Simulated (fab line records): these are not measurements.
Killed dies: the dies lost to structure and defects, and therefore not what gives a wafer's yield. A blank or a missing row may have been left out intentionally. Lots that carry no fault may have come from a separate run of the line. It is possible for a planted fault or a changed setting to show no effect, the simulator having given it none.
Matching of chambers | flow berkeleyCmos170 | 4 sister chambers for UCB170_SPACER_ETCHBACK_03 on rieDiel-01
The step etches SiO2 in CHF3/CF4/Ar, stops on Si, target depth 376 nm, time 100 s. 20 wafers are shown with their chamber, then 10 later ones without.

== WAFERS PAIRED WITH THEIR CHAMBERS ==
wafer  | chamber | drypumpMotorCurrentA (A) | throttleValvePct (%) | oesProductAu (a.u.)
L651.2 | 1       | 5.3                      | 6.47                 | 0.891
L651.3 | 3       | 6.5                      | 6.53                 | 0.912
L651.4 | 2       | 5.8                      | 6.60                 | 0.928
L652.2 | 2       | 5.8                      | 6.57                 | 0.913
L652.4 | 3       | 6.5                      | 6.54                 | 0.912
L652.6 | 1       | 5.3                      | 6.46                 | 0.892
L654.1 | 1       | 5.2                      | 6.47                 | 0.869
L654.4 | 3       | 6.5                      | 6.54                 | 0.915
L654.6 | 0       | 6.0                      | 6.37                 | 0.914
L658.1 | 2       | 5.8                      | 6.59                 | 0.916
L658.3 | 0       | 5.9                      | 6.37                 | 0.904
L658.5 | 2       | 5.8                      | 6.59                 | 0.923
L659.3 | 2       | 5.8                      | 6.58                 | 0.914
L659.4 | 1       | 5.3                      | 6.47                 | 0.882
L659.5 | 0       | 6.0                      | 6.38                 | 0.900
L662.2 | 2       | 5.8                      | 6.57                 | 0.921
L662.4 | 0       | 6.0                      | 6.40                 | 0.913
L662.5 | 2       | 5.8                      | 6.57                 | 0.911
L668.1 | 1       | 5.3                      | 6.47                 | 0.872
L668.2 | 3       | 6.4                      | 6.53                 | 0.912

SIGNATURES, as means of the wafers listed above
reading              | chamber 0 | chamber 1 | chamber 2 | chamber 3 | scatter within a chamber
drypumpMotorCurrentA | 5.975     | 5.280     | 5.800     | 6.475     | 0.0379
throttleValvePct     | 6.3800    | 6.4680    | 6.5814    | 6.5350    | 0.0102
oesProductAu         | 0.90775   | 0.88120   | 0.91800   | 0.91275   | 0.00717
Rule: for each reading, subtract the chamber's mean from the wafer's reading, divide by that reading's scatter and square the result; add these up over the readings and take the root, which gives the wafer's distance from the chamber. The wafer belongs to the nearest chamber; if the next one is less than 2 further off, it can't be placed. How the scatter is found: for the shown wafers, subtract from each reading the mean of its chamber, square and add these, divide the total by (wafers less chambers), then take the root.

== WAFERS WHOSE CHAMBER IS MISSING ==
wafer  | drypumpMotorCurrentA (A) | throttleValvePct (%) | oesProductAu (a.u.)
L668.3 | 6.0                      | 6.38                 | 0.901
L667.3 | 5.3                      | 6.47                 | 0.891
L667.5 | 5.8                      | 6.59                 | 0.920
L667.6 | 5.3                      | 6.48                 | 0.883
L669.3 | 6.0                      | 6.38                 | 0.911
L669.4 | 5.3                      | 6.49                 | 0.889
L669.6 | 5.8                      | 6.58                 | 0.916
L674.1 | 6.5                      | 6.54                 | 0.909
L674.4 | 5.3                      | 6.48                 | 0.890
L674.6 | 6.5                      | 6.53                 | 0.918

== WHICH CHAMBER EACH WENT THROUGH ==
wafer  | from the rows above | in truth
L668.3 | 0                   | 0
L667.3 | 1                   | 1
L667.5 | 2                   | 2
L667.6 | 1                   | 1
L669.3 | 0                   | 0
L669.4 | 1                   | 1
L669.6 | 2                   | 2
L674.1 | 3                   | 3
L674.4 | 1                   | 1
L674.6 | 3                   | 3
10 of 10 placed correctly. Not placeable from these rows: 0. Wrongly placed: 0.
